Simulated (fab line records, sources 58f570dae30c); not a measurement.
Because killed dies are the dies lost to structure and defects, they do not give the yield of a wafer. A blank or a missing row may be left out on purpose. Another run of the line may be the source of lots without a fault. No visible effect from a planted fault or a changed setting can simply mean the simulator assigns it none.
Matching of chambers ; flow berkeleyCmos170 ; 4 sister chambers for UCB170_GATE_ETCH_15 on rieSi-01
The step etches poly-Si in HBr/Cl2, stops on SiO2, time 56.3 s, target depth 278.2 nm. 8 wafers are shown with their chamber, then 9 later ones without.

## WAFERS WITH THEIR CHAMBER
wafer;chamber;throttleValvePct (%);oesProductAu (a.u.)
L290.1;2;26.42;0.817
L292.2;0;26.82;0.807
L292.3;2;26.40;0.801
L291.3;3;26.62;0.821
L291.5;3;26.64;0.834
L296.2;1;25.99;0.819
L296.4;1;26.00;0.837
L296.6;0;26.83;0.814

## WAFERS WHOSE CHAMBER IS MISSING
wafer;throttleValvePct (%);oesProductAu (a.u.)
L298.2;26.84;0.815
L298.4;26.40;0.792
L298.5;25.99;0.816
L303.3;26.81;0.811
L303.4;25.98;0.813
L303.6;25.99;0.802
L308.3;26.40;0.802
L308.4;25.98;0.814
L308.6;26.42;0.796

## WHICH CHAMBER EACH WENT THROUGH
wafer;from the rows above;in truth
L298.2;0;0
L298.4;2;2
L298.5;1;1
L303.3;0;0
L303.4;1;1
L303.6;1;1
L308.3;2;2
L308.4;1;1
L308.6;2;2
9 of 9 placed correctly. Left unplaced by these rows: 0. Wrongly placed: 0.
How it was worked out, from the rows above alone: a wafer's distance from a chamber is the root of the sum, over the readings, of the square of ((its reading less the chamber's mean) divided by the reading's scatter). The wafer belongs to the nearest chamber; if the next one is less than 2 further off, it can't be placed. Each chamber's mean is taken over the wafers shown for it. The scatter: the root of (the sum of the squares of (reading less its chamber's mean) over the shown wafers, divided by (wafers less chambers)).
